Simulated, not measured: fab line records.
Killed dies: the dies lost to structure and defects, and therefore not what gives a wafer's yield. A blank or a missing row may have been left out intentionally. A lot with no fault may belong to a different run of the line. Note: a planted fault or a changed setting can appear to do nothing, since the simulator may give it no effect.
A lot that was struck, set against a sound lot / flow berkeley cmos170 / 14 steps out of a route of 331
Sound: the wafers L806.1, L806.2, L806.3. The struck wafers were L802.2, L802.3, L802.4. The cause comes at the end.
For every step that has rows: the tool of each side, followed by ch and its chambers, followed by its first start. Under that, the readings that differ: sound wafers / struck wafers / difference of the means / sigmas: that difference in standard deviations of wafers without a fault.
alike: readings with means less than 2 such deviations apart, plus words and numbers identical on both sides. not compared: withheld readings, readings lacking a value on some wafer, bounds such as >300 that could conceal the same value, and numbers that have no deviation in the record and whose values overlap.
A row with sigmas, a row that says differs or no value, or rows on one side alone: a step with any of these is where the two part. Numbers that don't overlap but have no deviation are shown without sigmas and don't part them. A reading missing from all wafers of one side parts the sides only when that side holds two or more wafers.

UCB170_M3_RS_MEAS_02: the measuring method here is four-point-probe.
  sound on film metro-02, day 10 22:15; struck on film metro-03, day 9 21:51
reading=M3_AL_RS (ohm/sq); sound=0.0319 0.0319 0.0316; struck=0.0332 0.0328 0.0325; difference=+0.0010; sigmas=+3
UCB170_M3_THK_MEAS_03: measures by xrf.
  sound on film metro-02, day 10 22:22; struck on film metro-03, day 9 21:58
reading=M3_AL_THK (nm); sound=905 903 903; struck=865 871 880; difference=-32; sigmas=-3
then, 3 steps without rows for these wafers: UCB170_M3_HMDS_04 (prime time 60 s); UCB170_M3_COAT_05 (resist thk 900 nm); UCB170_M3_SOFTBAKE_06 (time 60 s).
UCB170_M3_STRIP_07: strips in O2.
  sound on plasma asher-02 ch 0,1, day 10 23:43; struck on plasma asher-03 ch 0,1, day 9 22:28
  alike: drypump motor current A, oes product au, strip time to endpoint s
  not compared: rf hours counter h
then, 6 steps without rows for these wafers: UCB170_M3_STRIP_08 (strips KrF in DMSO, time 600 s); UCB170_M3_COAT_09; UCB170_M3_COAT_10 (resist thk 900 nm); UCB170_M3_SOFTBAKE_11 (time 60 s); UCB170_M3_EXPOSE_12 (exposes mask METAL3, target cd 700 nm); UCB170_M3_PEB_13.
UCB170_M3_DEVELOP_14: develop time 45 s.
  struck on litho track-04, day 9 23:00; sound on litho track-04 ch 0, day 11 01:00
  no value came back on the struck wafers for chill plate temp C (C), develop time s (s); on the sound wafers chill plate temp C (C) reads 22.92 23.13 22.94
reading=model.KrF_of_M3_COAT_10.thk nm (nm); sound=882.3 882.9 882; struck=897.8 898 898.3; difference=+15.6; sigmas=
UCB170_M3_CD_MEAS_15 targets a cd of 700 nm.
  sound on cd sem-01, day 11 01:53; struck on cd sem-02, day 9 23:41
reading=cd nm (nm); sound=703.7 701.8 702.4; struck=- - -; difference=no value on the struck wafers; sigmas=

## WHERE THEY PART
At UCB170_M3_RS_MEAS_02 first; at UCB170_M3_CD_MEAS_15 last (within this record only).

WHY: what had been put in by the simulator
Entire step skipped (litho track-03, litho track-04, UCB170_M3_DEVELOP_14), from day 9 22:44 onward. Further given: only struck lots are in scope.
